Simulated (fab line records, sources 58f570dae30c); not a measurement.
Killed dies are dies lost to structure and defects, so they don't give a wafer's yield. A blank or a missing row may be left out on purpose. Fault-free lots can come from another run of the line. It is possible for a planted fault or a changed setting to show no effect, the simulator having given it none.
Matching of chambers | flow berkeleyCmos170 | UCB170_V2_CMP_02 on cmp-02 has 4 sister chambers
The step polishes SiO2. 8 wafers are shown with their chamber, then 7 later ones without.

== WAFERS, EACH WITH ITS CHAMBER ==
wafer  | chamber | motorCurrentA (A) | slurryFlowMlMin
L965.1 | 0       | 18.7              | 149.9
L968.2 | 1       | 14.8              | 149.8
L968.5 | 3       | 16.0              | 150.4
L971.3 | 1       | 14.0              | 150.5
L971.4 | 3       | 16.7              | 149.9
L971.6 | 2       | 17.5              | 150.5
L972.1 | 0       | 18.5              | 149.8
L972.3 | 2       | 17.7              | 150.4

== WAFERS WITH NO CHAMBER GIVEN ==
wafer  | motorCurrentA (A) | slurryFlowMlMin
L972.5 | 13.8              | 149.7
L973.1 | 17.7              | 150.5
L973.5 | 16.1              | 149.8
L973.6 | 16.7              | 150.0
L974.3 | 17.9              | 149.6
L974.4 | 13.4              | 150.0
L974.6 | 13.8              | 149.8

== THE CHAMBER EACH PASSED THROUGH ==
wafer  | from the rows above     | in truth
L972.5 | 1                       | 1
L973.1 | 2                       | 2
L973.5 | 3                       | 3
L973.6 | can't be placed: 3 or 2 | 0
L974.3 | can't be placed: 0 or 2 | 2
L974.4 | 1                       | 1
L974.6 | 1                       | 1
Correctly placed: 5 of 7. Cannot be placed on the basis of these rows: 2; the candidates contain the true chamber in 1. Number placed wrongly: 0.
How it was worked out, from the rows above alone: a wafer's distance from a chamber is the root of the sum, over the readings, of the square of ((its reading less the chamber's mean) divided by the reading's scatter). The wafer belongs to the nearest chamber; if the next one is less than 2 further off, it can't be placed. Each chamber's mean is taken over the wafers shown for it. The scatter: take each reading less its chamber's mean, square it, sum over the shown wafers, divide by the number of wafers less the number of chambers, and take the root.
